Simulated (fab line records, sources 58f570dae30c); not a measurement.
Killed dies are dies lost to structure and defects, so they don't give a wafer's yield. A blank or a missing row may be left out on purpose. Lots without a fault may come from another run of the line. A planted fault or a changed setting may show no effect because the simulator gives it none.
One fault seen from 2 desks | flow berkeley_cmos170 | each desk has only its own numbers; what lay behind them comes last

THE METROLOGY DESK
What the gauges read, lot by lot, whatever tool the lot ran on: means of the sampled wafers that have a number. A lot is out of limits, marked OUT, if its mean lies more than 4 standard deviations from the usual mean; the brackets give that distance.
Columns: A = cd_nm at UCB170_PLDD_CD_MEAS_06, usual 1199.7 nm; B = SPACER_TEOS_THK at UCB170_SPACER_THK_MEAS_01, usual 377 nm; C = cd_nm at UCB170_PSD_CD_MEAS_06, usual 1199.8 nm
lot  | first seen here | A      | B             | C
L637 | day 6 05:56     | 1202.9 | 374           | 1197.9
L638 | day 6 16:32     | 1198.6 | 379           | 1201.3
L639 | day 7 04:38     | 1201.4 | 374           | 1200.8
L640 | day 7 05:05     | 1198.4 | 381           | 1199.6
L641 | day 7 19:57     | 1200.0 | 373           | 1201.4
L642 | day 7 20:17     | 1196.6 | 377           | 1199.8
L643 | day 7 21:40     | 1199.1 | 378           | 1200.5
L647 | day 8 09:43     | 1200.9 | 380           | 1200.4
L645 | day 8 10:08     | 1200.2 | 379           | 1201.1
L648 | day 9 00:45     | 1199.5 | 379           | 1200.3
L649 | day 9 13:16     | 1200.0 | 450 (+14) OUT | 1198.6
L656 | day 10 12:49    | 1200.0 | 378           | 1198.7
L659 | day 10 13:05    | 1200.2 | 377           | 1199.9
This desk's finding: out of limits on L649; first on L649, day 9 16:37 (SPACER_TEOS_THK at UCB170_SPACER_THK_MEAS_01). In limits: L637, L638, L639, L640, L641, L642, L643, L647, L645, L648, L656, L659.

THE TOOL OWNER'S DESK: pecvd-03
The tool's own readings at UCB170_SPACER_CVD_00 (deposits SiO2 from TEOS/O2, target thk 376 nm, time 47 s): means of the sampled wafers that have a number, for each lot that ran on this tool. A lot is out of limits, marked OUT, if its mean lies more than 4 standard deviations from the usual mean; the brackets give that distance.
Columns: A = heater_power_w at UCB170_SPACER_CVD_00, usual 260 W; B = run_length_s at UCB170_SPACER_CVD_00, usual 75.0 s
lot  | first seen here | A   | B
L637 | day 6 08:32     | 196 | 75.1
L638 | day 6 19:21     | 212 | 75.5
L639 | day 7 07:42     | 214 | 75.5
L642 | day 7 23:16     | 248 | 74.6
L649 | day 9 16:34     | 235 | 84.8 (+16) OUT
This desk's finding: out of limits on L649; first on L649, day 9 16:34 (run_length_s at UCB170_SPACER_CVD_00). In limits: L637, L638, L639, L642.

PUT TOGETHER
The tool owner's desk could have raised an alarm at day 9 16:34, on L649.
The metrology desk could have raised an alarm at day 9 16:37, on L649.
Of the lots named, all ran UCB170_SPACER_CVD_00 on pecvd-03.

WHAT THE SIMULATOR HAD PUT IN
Process parameter drift: pecvd-03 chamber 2, from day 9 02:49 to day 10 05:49, at UCB170_SPACER_CVD_00. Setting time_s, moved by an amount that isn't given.
Lots struck among those shown: L649.
Hours from the fault's start to each desk's first reading out of limits: the tool owner's desk, 14; the metrology desk, 14.
